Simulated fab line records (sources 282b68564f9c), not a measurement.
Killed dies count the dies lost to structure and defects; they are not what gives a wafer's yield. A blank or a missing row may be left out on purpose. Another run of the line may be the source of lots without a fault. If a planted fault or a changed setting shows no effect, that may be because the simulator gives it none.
Which of the tools did it? | flow ritCmos | Sampling: 13 lots, 39 wafers, 4 of 202 route steps

## WHAT THE GAUGES READ, wafer by wafer
RIT_M1_CD_MEAS_09: the cd target is 2600 nm.
lot  | measured    | on       | cdNm (nm)
L439 | day 3 17:47 | cdSem-02 | 2601.9 2600.4 2600.9
L440 | day 4 06:42 | cdSem-02 | 2600.2 2601.5 2601.5
L441 | day 4 19:52 | cdSem-02 | 2601.7 2600.2 2600.6
L444 | day 5 08:11 | cdSem-02 | 2601.4 2603.2 2601.7
L449 | day 6 07:34 | cdSem-01 | 2598.2 2598.4 2597.6
L448 | day 6 11:43 | cdSem-01 | 2603.9 2600.9 2600.7
L451 | day 6 17:23 | cdSem-01 | 2602.6 2602.7 2603.2
L452 | day 6 17:10 | cdSem-02 | 2602.5 2599.6 2599.7
L454 | day 6 21:25 | cdSem-01 | 2599.8 2600.6 2600.5
L455 | day 7 06:10 | cdSem-01 | 2601.0 2598.9 2598.7
L458 | day 7 09:55 | cdSem-02 | 2599.4 2602.3 2599.9
L459 | day 7 17:44 | cdSem-01 | 2600.9 2600.5 2600.2
L462 | day 8 07:19 | cdSem-01 | 2601.7 2600.4 2601.2

RIT_M1_OVL_MEAS_10.
lot  | measured    | on         | M1_OVL (nm)
L439 | day 3 17:53 | overlay-02 | -0.1 -0.1 2.0
L440 | day 4 06:49 | overlay-01 | -0.5 -0.5 -1.2
L441 | day 4 19:57 | overlay-02 | -2.3 -1.4 -2.8
L444 | day 5 08:16 | overlay-01 | 2.2 0.7 1.0
L449 | day 6 07:39 | overlay-02 | -0.2 -2.4 -0.6
L448 | day 6 11:50 | overlay-01 | -0.5 -4.1 -2.2
L451 | day 6 17:30 | overlay-01 | -1.3 -1.2 -1.2
L452 | day 6 17:16 | overlay-02 | -0.7 0.9 -0.2
L454 | day 6 21:32 | overlay-01 | -1.1 -0.7 -2.8
L455 | day 7 06:17 | overlay-02 | -0.3 0.2 -0.9
L458 | day 7 10:02 | overlay-01 | -0.4 2.2 0.0
L459 | day 7 17:51 | overlay-02 | -1.8 1.6 0.6
L462 | day 8 07:26 | overlay-01 | -2.4 -1.5 0.1

## TOOL THAT RAN EACH LOT (tool first, then ch and the chambers of the sampled wafers, then the start)
lot  | RIT_PRETRO_DEVELOP_05           | RIT_CONTACT_CVD_00
L439 | lithoTrack-01 ch 0, day 2 14:00 | pecvd-03 ch 0,1,2, day 3 13:56
L440 | lithoTrack-02 ch 0, day 2 19:00 | pecvd-02 ch 0,1,2, day 4 02:55
L441 | lithoTrack-01 ch 0, day 3 00:00 | pecvd-04 ch 0,1,2, day 4 15:49
L444 | lithoTrack-02 ch 0, day 3 15:00 | pecvd-04 ch 0,1,2, day 5 04:17
L449 | lithoTrack-01 ch 0, day 5 00:00 | pecvd-03 ch 0,1, day 6 03:07
L448 | lithoTrack-01 ch 0, day 5 00:00 | pecvd-02 ch 1,2, day 6 07:37
L451 | lithoTrack-01 ch 0, day 5 09:00 | pecvd-02 ch 1,2, day 6 13:18
L452 | lithoTrack-03 ch 0, day 5 12:00 | pecvd-04 ch 0,1,2, day 6 13:04
L454 | lithoTrack-03 ch 0, day 5 19:00 | pecvd-04 ch 0,1, day 6 17:12
L455 | lithoTrack-03 ch 0, day 6 04:00 | pecvd-03 ch 0,2, day 7 02:05
L458 | lithoTrack-03 ch 0, day 6 08:00 | pecvd-04 ch 0,1,2, day 7 06:02
L459 | lithoTrack-03 ch 0, day 6 14:00 | pecvd-03 ch 0,1,2, day 7 13:50
L462 | lithoTrack-02 ch 0, day 7 03:00 | pecvd-03 ch 0,1,2, day 8 03:29
- RIT_PRETRO_DEVELOP_05: develop time 68 s.
- RIT_CONTACT_CVD_00: deposits SiO2 from TEOS, target thk 400 nm, time 61 s.

## AS READ BY THE TOOLS THEMSELVES (means over the sampled wafers that have a number; for cases with no such wafer, the mark the record gives instead)
RIT_PRETRO_DEVELOP_05.
lot  | tool          | chillPlateTempC (C) | developerTempC (C)
L439 | lithoTrack-01 | 22.88               | 22.91
L440 | lithoTrack-02 | 23.06               | 22.97
L441 | lithoTrack-01 | 22.87               | 22.96
L444 | lithoTrack-02 | 23.13               | 23.01
L449 | lithoTrack-01 | 23.00               | 22.17
L448 | lithoTrack-01 | 23.08               | 22.06
L451 | lithoTrack-01 | 22.97               | 22.36
L452 | lithoTrack-03 | 22.95               | 22.99
L454 | lithoTrack-03 | 23.15               | 23.01
L455 | lithoTrack-03 | 23.01               | 23.08
L458 | lithoTrack-03 | 22.84               | 23.09
L459 | lithoTrack-03 | 23.10               | 23.00
L462 | lithoTrack-02 | 22.89               | 23.10

RIT_CONTACT_CVD_00.
lot  | tool     | heaterPowerW (W)
L439 | pecvd-03 | 344
L440 | pecvd-02 | 302
L441 | pecvd-04 | 347
L444 | pecvd-04 | 313
L449 | pecvd-03 | 298
L448 | pecvd-02 | 272
L451 | pecvd-02 | 247
L452 | pecvd-04 | 337
L454 | pecvd-04 | 335
L455 | pecvd-03 | 316
L458 | pecvd-04 | 357
L459 | pecvd-03 | 327
L462 | pecvd-03 | 342

## THE ANSWER, worked out from the rows above alone
Rule: usual is defined by the lots themselves. The widest of any qualifying gaps counts: lots, ordered by their means at a reading, are off when they make up no more than a third of the lots, leave a main group of 4 or more, and stand apart from it by 3 or more times the standard deviation of that group's means. If all means in a main group match to the digits the tables above print for the reading, that group is not used. A lot without any number at a reading at which 4 lots or more have one is off too. Where the step has rows for the other lots, those lots are counted as sound. The gauges are gone through in route order, then the tools' own readings, and for those a lot's mean is taken as printed above. At the first step where some lot is off, the reading lying furthest off is the one used; lots without a number count as furthest.
Off: L449, L448, L451 (RIT_PRETRO_DEVELOP_05, developerTempC). For the main group the mean is 23.01 C and the standard deviation 0.058.
A tool fits if, at that step or a process step before it, it ran every lot that is off, and no sound lot after the first of them. One fits: RIT_PRETRO_DEVELOP_05 on lithoTrack-01. Its last sound lot is L441 (day 3 00:00), its first lot that is off L449 (day 5 00:00): a fault that began between those two fits.
The tool's own readings at RIT_PRETRO_DEVELOP_05 bear it out: on the lots that are off they differ by more than 5 times the standard deviation of the sound lots' means. developerTempC reads 22.20 C there against 23.01 C on the sound lots.

## WHAT THE SIMULATOR HAD INSERTED
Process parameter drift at RIT_PRETRO_DEVELOP_05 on lithoTrack-01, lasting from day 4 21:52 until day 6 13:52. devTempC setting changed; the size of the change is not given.
Struck lots among those shown: L449, L448, L451. This agrees with what the rule above found.
